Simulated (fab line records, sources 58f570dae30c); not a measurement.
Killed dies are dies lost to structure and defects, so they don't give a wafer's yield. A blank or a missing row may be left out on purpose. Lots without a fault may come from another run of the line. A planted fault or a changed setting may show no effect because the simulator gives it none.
Problem report in the 8D (eight disciplines) form, filled by code | flow berkeley_cmos170 | the parts of the form that need people (team, actions taken, sign-off) are left out

1. THE PROBLEM
chamber_pressure_mTorr at UCB170_M1_ETCH_11 reads a mean of 44.992 mTorr on 6 wafers of 2 lots; wafers without a fault read 30.001 mTorr with a standard deviation of 0.028. That is +99 or more standard deviations from the usual mean.
The step: etches BARC in N2/H2.
First seen on wafer L680.1, day 8 11:29, on rie_diel-03. The record holds 42 wafers of 14 lots with a number at this step. Rule for "out", or "out of limits": more than 4 standard deviations from the usual mean. The other wafers with a number count as sound.

2. WHAT IT IS AND WHAT IT IS NOT
question                    | is                     | is not
which readings at this step | chamber_pressure_mTorr | drypump_motor_current_A
which lots                  | L680, L682             | L674, L675, L676, L686, L688, L689, L690, L691, L692, L693, L695, L696
which wafers of those lots  | all that have a number | -
read on which tools         | rie_diel-03            | rie_diel-01, rie_diel-02
when                        | from day 8 11:29       | up to then (9 sound wafers); but 27 sound wafers of L686, L688, L689, L690, L691, L692, L693, L695, L696 came after

3. SUSPECTS, AND WHAT RULES EACH OUT
Counting: a tool at a process step up to the reading stays a suspect if it ran every lot that is out and no sound lot after the first of them.
- rie_diel-03 at UCB170_M1_ETCH_11 (etches BARC in N2/H2): ruled out as a lasting fault. Sound lots L693 ran on it after its first lot that is out, L680 (day 8 11:29).
Left after counting: nothing in the record.

4. THE CAUSE (what the simulator had put in)
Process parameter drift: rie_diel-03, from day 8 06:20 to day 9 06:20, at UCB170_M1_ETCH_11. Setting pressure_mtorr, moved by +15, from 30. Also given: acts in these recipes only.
Counting ruled it out, wrongly.

5. THE CHAIN OF EFFECTS, in route order
Each row: a reading whose mean over the struck wafers that have a number lies more than 3 standard deviations from the usual. Only readings for which the record gives a usual standard deviation are gone through. hours: the time from each lot's start at the first step in this table that gives one to its start at this step, as a median over the lots. sigmas: the change in usual standard deviations.
hours | step              | reading                | usual        | on struck wafers | change  | sigmas
0     | UCB170_M1_ETCH_11 | chamber_pressure_mTorr | 30.001 mTorr | 44.992           | +14.991 | +99 or more
The process steps in it:
- UCB170_M1_ETCH_11: etches BARC in N2/H2.

6. WHAT WOULD HAVE CAUGHT IT SOONER
In this record the first reading out of limits was taken at day 8 11:29, 5 hours after the fault began at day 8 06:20.
